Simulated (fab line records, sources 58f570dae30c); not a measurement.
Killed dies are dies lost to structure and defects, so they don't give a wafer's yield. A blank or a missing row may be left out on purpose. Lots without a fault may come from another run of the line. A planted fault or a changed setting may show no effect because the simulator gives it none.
Problem report in the 8D (eight disciplines) form, filled by code | flow berkeley_cmos170 | the parts of the form that need people (team, actions taken, sign-off) are left out

1. THE PROBLEM
V2_TEOS_THK at UCB170_V2_THK_MEAS_01 reads a mean of 2296 nm on 3 wafers of 2 lots; wafers without a fault read 2007 nm with a standard deviation of 25. That is +12 standard deviations from the usual mean.
First seen on wafer L123.1, day 9 07:21, on film_metro-04. The record holds 42 wafers of 14 lots with a number at this step. Rule for "out", or "out of limits": more than 4 standard deviations from the usual mean. The other wafers with a number count as sound.

2. WHAT IT IS AND WHAT IT IS NOT
question                    | is                           | is not
which readings at this step | V2_TEOS_THK                  | -
which lots                  | L123, L130                   | L117, L118, L119, L120, L121, L129, L131, L134, L136, L138, L139, L140
which wafers of those lots  | L123.1, L123.5, L130.1       | L123.4, L130.2, L130.3
read on which gauges        | film_metro-03, film_metro-04 | film_metro-01
when                        | from day 9 07:21             | up to then (16 sound wafers); but 23 sound wafers of L129, L130, L131, L134, L136, L138, L139, L140 came after

3. SUSPECTS, AND WHAT RULES EACH OUT
Counting: a tool at a process step up to the reading stays a suspect if it ran every lot that is out. Sound lots after the first of them don't rule it out here, since some wafers of a struck lot are sound.
- the gauge at UCB170_V2_THK_MEAS_01: ruled out. The wafers that are out were read on 2 gauges (film_metro-03, film_metro-04).
- pecvd-03 at UCB170_V2_CVD_00 (deposits SiO2 from TEOS/O2, target thk 2000 nm, time 250 s): kept. It ran every lot that is out, first L123 (day 9 07:12); its last sound lot up to then is L121 (day 8 23:37).
- Within pecvd-03 at UCB170_V2_CVD_00: the wafers that are out ran in chamber 0; their sound lot-mates ran in chambers 1, 2.
Left after counting: pecvd-03 at UCB170_V2_CVD_00.

4. THE CAUSE (what the simulator had put in)
Process parameter drift: pecvd-03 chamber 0, from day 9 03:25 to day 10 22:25, at UCB170_V2_CVD_00. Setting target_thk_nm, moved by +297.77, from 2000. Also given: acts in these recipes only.
Counting left only this tool.

5. THE CHAIN OF EFFECTS, in route order
Each row: a reading whose mean over the struck wafers that have a number lies more than 3 standard deviations from the usual. Only readings for which the record gives a usual standard deviation are gone through. hours: the time from each lot's start at the first step in this table that gives one to its start at this step, as a median over the lots. sigmas: the change in usual standard deviations.
hours | step                  | reading     | usual   | on struck wafers | change | sigmas
0     | UCB170_V2_THK_MEAS_01 | V2_TEOS_THK | 2007 nm | 2296             | +289   | +12
Later measuring or inspecting steps at which every struck wafer that the step has a row for has a number for every such reading, and none has moved that far: UCB170_V2_CD_MEAS_90.

6. WHAT WOULD HAVE CAUGHT IT SOONER
In this record the first reading out of limits at a measuring or inspecting step was taken at day 9 07:21, 4 hours after the fault began at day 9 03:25.
Of the tool readings at UCB170_V2_CVD_00 for which the record gives a usual standard deviation, none was out on any struck wafer, so an alarm limit of 4 standard deviations on them would not have fired.
Of the lots that are out (2), L130 began UCB170_V2_CVD_00 on pecvd-03 after day 9 07:21. A hold on the tool at that time would have spared it.
